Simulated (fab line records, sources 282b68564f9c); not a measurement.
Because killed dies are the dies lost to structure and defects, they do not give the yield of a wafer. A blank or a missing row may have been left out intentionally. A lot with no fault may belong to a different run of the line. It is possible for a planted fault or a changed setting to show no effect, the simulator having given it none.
A lot that was struck, set against a sound lot / flow ritCmos / 18 out of 202 route steps
Sound: the wafers L343.1, L343.2, L343.5. The struck wafers were L353.2, L353.4, L353.6. The cause is given at the end.
At each step with rows: each side's tool, then ch and its chambers, then its first start. Under that, the readings that differ: sound wafers / struck wafers / difference of the means / sigmas: that difference in standard deviations of wafers without a fault.
alike: a reading whose means differ by less than 2 such deviations, as well as words and numbers matching on both sides. not compared: withheld readings; readings where some wafer has no value; bounds like >300 that might hide an equal value; numbers whose values overlap and for which the record gives no deviation.
Wherever a step has rows on one side only, a row that says differs or no value, or a row with sigmas, the two part there. Non-overlapping numbers with no deviation appear without sigmas and do not part them. Lack of a reading on every wafer of one side parts them only where that side has two or more wafers.

first, 4 steps without rows for these wafers: RIT_NRETRO_SOFTBAKE_02 (time 60 s); RIT_NRETRO_EXPOSE_03 (exposes mask M4, target cd 43900 nm); RIT_NRETRO_PEB_04; RIT_NRETRO_DEVELOP_05 (develop time 68 s).
RIT_NRETRO_OVL_MEAS_06:
  sound on overlay-02, day 3 14:29; struck on overlay-01, day 5 12:24
  alike: NRETRO_OVL
then, 2 steps without rows for these wafers: RIT_NRETRO_HARDBAKE_07 (time 120 s); RIT_NRETRO_IMPLANT_08.
RIT_NRETRO_STRIP_09: strips in O2, time 180 s.
  sound on plasmaAsher-01 ch 0,1, day 3 14:56; struck on plasmaAsher-02 ch 0,1, day 5 12:50
  alike: drypumpMotorCurrentA
  not compared: rfHoursCounterH
RIT_NRETRO_TW_MEAS_10:
  sound on filmMetro-02, day 3 15:06; struck on filmMetro-01, day 5 13:01
reading=NRETRO_TW; sound=1058 1057 1054; struck=1045 1046 1044; difference=-11; sigmas=-2
then, 3 steps without rows for these wafers: RIT_PRETRO_HMDS_00 (prime time 60 s); RIT_PRETRO_COAT_01 (resist thk 1300 nm); RIT_PRETRO_SOFTBAKE_02 (time 60 s).
RIT_PRETRO_EXPOSE_03: exposes mask M5, target cd 43700 nm.
  sound on ilineStepper-01 ch 0, day 3 15:37; struck on ilineStepper-02 ch 0, day 5 13:32
reading=model.PRETRO.overlayXNm (nm); sound=-1.536 -1.536 -1.536; struck=6233 6233 6233; difference=+6235; sigmas=
  alike: mask, reticleTempC
then, 2 steps without rows for these wafers: RIT_PRETRO_PEB_04; RIT_PRETRO_DEVELOP_05 (develop time 68 s).
RIT_PRETRO_OVL_MEAS_06:
  sound on overlay-01, day 3 16:02; struck on overlay-01, day 5 13:58
reading=PRETRO_OVL (nm); sound=-3.5 -3.4 -1.9; struck=- - -; difference=no value on the struck wafers; sigmas=
then, 1 step without rows for these wafers: RIT_PRETRO_HARDBAKE_07 (time 120 s).
RIT_M1_PROBE_99:
  sound on prober-02, day 5 02:39; struck on prober-02, day 6 18:53
reading=killedAtFrontEnd; sound=5 8 2; struck=264 264 264; difference=+259; sigmas=+89
reading=killedDies; sound=5 8 2; struck=264 264 264; difference=+259; sigmas=+89
reading=killedOnRim; sound=1 5 1; struck=70 70 70; difference=+68; sigmas=+48
reading=model.etest.pmos_0p3.rOnOhmUm; sound=6422 6752 6638; struck=5235 5240 5145; difference=-1397; sigmas=
reading=model.etest.pmosTurned.rOnOhmUm; sound=3612 3856 3641; struck=2750 2722 2675; difference=-987; sigmas=
reading=model.etest.pmos_0p15.rOnOhmUm; sound=2866 3026 2927; struck=2276 2254 2273; difference=-672; sigmas=
reading=model.etest.nmos_0p3.rOnOhmUm; sound=2157 2252 2248; struck=1775 1779 1769; difference=-445; sigmas=
reading=model.etest.nmosTurned.driveUaUm; sound=311.1 290.9 318.6; struck=487.9 494.8 489.9; difference=+184.0; sigmas=
reading=model.etest.nmos_0p15.rOnOhmUm; sound=1117 1153 1157; struck=971.5 964.5 967.1; difference=-174.6; sigmas=
reading=model.etest.nmos_0p15.driveUaUm; sound=463.2 438.7 451.5; struck=614.7 621.1 614; difference=+165.5; sigmas=
reading=model.etest.pmos_0p15.driveUaUm; sound=244.6 228.3 237.9; struck=363.8 361.8 364.5; difference=+126.4; sigmas=
  alike: killedAtContacts, killedOpen, killedShort

WHERE THEY PART
First at RIT_NRETRO_TW_MEAS_10; last, within this record, at RIT_M1_PROBE_99.

WHY: what had been put in by the simulator
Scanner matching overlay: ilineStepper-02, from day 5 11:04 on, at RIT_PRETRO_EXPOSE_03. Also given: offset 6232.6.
